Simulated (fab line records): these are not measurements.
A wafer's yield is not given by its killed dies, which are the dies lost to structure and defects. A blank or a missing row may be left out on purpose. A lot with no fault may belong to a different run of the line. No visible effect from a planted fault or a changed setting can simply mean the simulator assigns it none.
Struck lot and sound lot, side by side | flow rit_cmos | 15 steps out of a route of 202
Sound: these wafers, L637.2, L637.5, L637.6. The struck wafers were L641.2, L641.3, L641.5. At the end, the cause is stated.
Per side, at each step with rows, come the tool, then ch with its chambers, and then its first start. Under that, the readings that differ: sound wafers | struck wafers | difference of the means | sigmas: that difference in standard deviations of wafers without a fault.
alike: a reading whose means differ by less than 2 such deviations, as well as words and numbers matching on both sides. not compared: withheld readings; readings where some wafer has no value; bounds like >300 that might hide an equal value; numbers whose values overlap and for which the record gives no deviation.
Wherever a step has rows on one side only, a row that says differs or no value, or a row with sigmas, the two part there. When numbers do not overlap yet have no deviation, they are printed without sigmas and do not part them. A reading that every wafer of one side lacks parts them only if that side has two wafers or more.

first, 1 step without rows for these wafers: RIT_PRETRO_DEVELOP_05 (develop time 68 s).
RIT_PRETRO_OVL_MEAS_06:
  sound on overlay-01, day 2 08:00; struck on overlay-02, day 3 07:09
  alike: PRETRO_OVL
then, 2 steps without rows for these wafers: RIT_PRETRO_HARDBAKE_07 (time 120 s); RIT_PRETRO_IMPLANT_08.
RIT_PRETRO_STRIP_09: strips in O2, time 180 s.
  sound on plasma_asher-02 ch 0,1, day 2 08:26; struck on plasma_asher-02 ch 0,1, day 3 07:35
  alike: drypump_motor_current_A, rf_refl_power_W
  not compared: rf_hours_counter_h
RIT_PRETRO_TW_MEAS_10:
  sound on film_metro-01, day 2 08:37; struck on film_metro-01, day 3 07:46
  alike: PRETRO_TW
then, 5 steps without rows for these wafers: RIT_GATE_WET_ETCH_00 (etches SiO2 in BOE, target depth 56 nm, time 60 s); RIT_GATE_CLEAN_01 (cleans in SC1, time 600 s); RIT_GATE_CLEAN_02 (cleans in dHF, time 30 s); RIT_GATE_CLEAN_03 (cleans in SC2, time 600 s); RIT_GATE_CLEAN_04 (cleans in dHF, time 60 s).
RIT_FOX2_THK_MEAS_91:
  sound on film_metro-02, day 2 09:08; struck on film_metro-02, day 3 08:15
  alike: FIELD_OXIDE_LEFT_2_THK
-- the record jumps here: 5 days lie between the struck wafers' starts before and after (it left off in module FOX2 and takes up again in module GATE, whose first step shown is number 75 of the route) --
RIT_GATE_OXIDATION_05: target thk 3 nm, ox time 270 s.
  sound on furnace-03 ch 0, day 2 09:11; struck on furnace-04 ch 0, day 8 09:14
  alike: ox_temp_c_max
  not compared: model.SiO2_of_GATE_OXIDATION_05.thk_nm
then, 1 step without rows for these wafers: RIT_GATE_ANNEAL_06 (time 600 s).
RIT_M1_PROBE_99:
  sound on prober-01, day 3 13:28; struck on prober-01, day 9 13:18
  reading                             | sound             | struck            | difference | sigmas
  model.etest.nmos_0p15.gate_bv_v (V) | 4.854 4.844 4.846 | 4.47 4.421 4.388  | -0.42      |
  model.etest.pmos_0p15.gate_bv_v (V) | 4.729 4.78 4.758  | 4.361 4.253 4.299 | -0.451     |
  model.etest.pmos_0p15.bv_v (V)      | 5.692 5.711 5.697 | 5.41 5.334 5.383  | -0.32      |
  model.etest.pmos_0p3.bv_v (V)       | 5.691 5.71 5.696  | 5.409 5.333 5.382 | -0.324     |
  model.etest.nmos_0p15.bv_v (V)      | 5.499 5.49 5.506  | 5.326 5.302 5.273 | -0.198     |
  alike: killed_at_contacts, killed_at_front_end, killed_dies, killed_open, killed_short
  not compared: model.etest.pmos_0p3.drive_ua_um, model.etest.pmos_narrow.drive_ua_um, model.etest.gate_to_diffusion_comb.leak_log10_a_um

== WHERE THEY PART ==
Nowhere in this record.

WHY: what the simulator had put in
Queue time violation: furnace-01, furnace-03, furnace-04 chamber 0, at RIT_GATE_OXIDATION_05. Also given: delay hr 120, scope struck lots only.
